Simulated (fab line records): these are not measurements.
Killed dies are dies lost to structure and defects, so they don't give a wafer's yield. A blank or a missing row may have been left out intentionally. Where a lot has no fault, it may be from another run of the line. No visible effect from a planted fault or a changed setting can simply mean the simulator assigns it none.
Which of the tools did it? :: flow ritCmos :: 21 wafers from 7 lots sampled at 2 of the route's 202 steps

WHAT THE GAUGES SHOWED, per wafer
RIT_PLDD_OVL_MEAS_06.
lot: L789
measured: day 3 00:22
on: overlay-02
PLDD_OVL (nm): -0.7 -0.8 0.6

lot: L791
measured: day 3 11:16
on: overlay-01
PLDD_OVL (nm): 2.7 1.8 2.2

lot: L795
measured: day 4 07:31
on: overlay-01
PLDD_OVL (nm): 1.8 1.9 0.7

lot: L800
measured: day 5 07:41
on: overlay-02
PLDD_OVL (nm): -0.2 1.1 0.6

lot: L803
measured: day 5 21:02
on: overlay-01
PLDD_OVL (nm): 1.9 -0.1 0.5

lot: L806
measured: day 6 13:29
on: overlay-02
PLDD_OVL (nm): 1.2 1.9 1.7

lot: L810
measured: day 7 09:31
on: overlay-02
PLDD_OVL (nm): -1.1 0.8 1.6

WHAT TOOL EACH LOT RAN ON (gives the tool, then ch and the chambers of the sampled wafers, and finally the start)
lot: L789
RIT_NRETRO_STRIP_09: plasmaAsher-01 ch 0,1, day 2 11:35

lot: L791
RIT_NRETRO_STRIP_09: plasmaAsher-02 ch 0,1, day 2 20:38

lot: L795
RIT_NRETRO_STRIP_09: plasmaAsher-02 ch 0,1, day 3 18:17

lot: L800
RIT_NRETRO_STRIP_09: plasmaAsher-03 ch 1, day 4 18:42

lot: L803
RIT_NRETRO_STRIP_09: plasmaAsher-02 ch 0,1, day 5 08:05

lot: L806
RIT_NRETRO_STRIP_09: plasmaAsher-02 ch 0,1, day 6 00:17

lot: L810
RIT_NRETRO_STRIP_09: plasmaAsher-03 ch 0,1, day 6 20:41
- RIT_NRETRO_STRIP_09: strips in O2, time 180 s.

THE ANSWER, worked out from the rows above alone
Rule: the usual values come from the lots themselves. Put in order of their means at a reading, lots are off if they are a third of the lots or fewer, leave a main group of 4 or more, and stand apart from it by a gap of 3 or more times the standard deviation of the main group's means; of several such gaps the widest counts. If all means in a main group match to the digits the tables above print for the reading, that group is not used. A lot without any number at a reading at which 4 lots or more have one is off too. The other lots that the step has rows for count as sound.
None of the lots is off at any reading shown; this tells nothing.

WHAT THE SIMULATOR HAD PUT IN
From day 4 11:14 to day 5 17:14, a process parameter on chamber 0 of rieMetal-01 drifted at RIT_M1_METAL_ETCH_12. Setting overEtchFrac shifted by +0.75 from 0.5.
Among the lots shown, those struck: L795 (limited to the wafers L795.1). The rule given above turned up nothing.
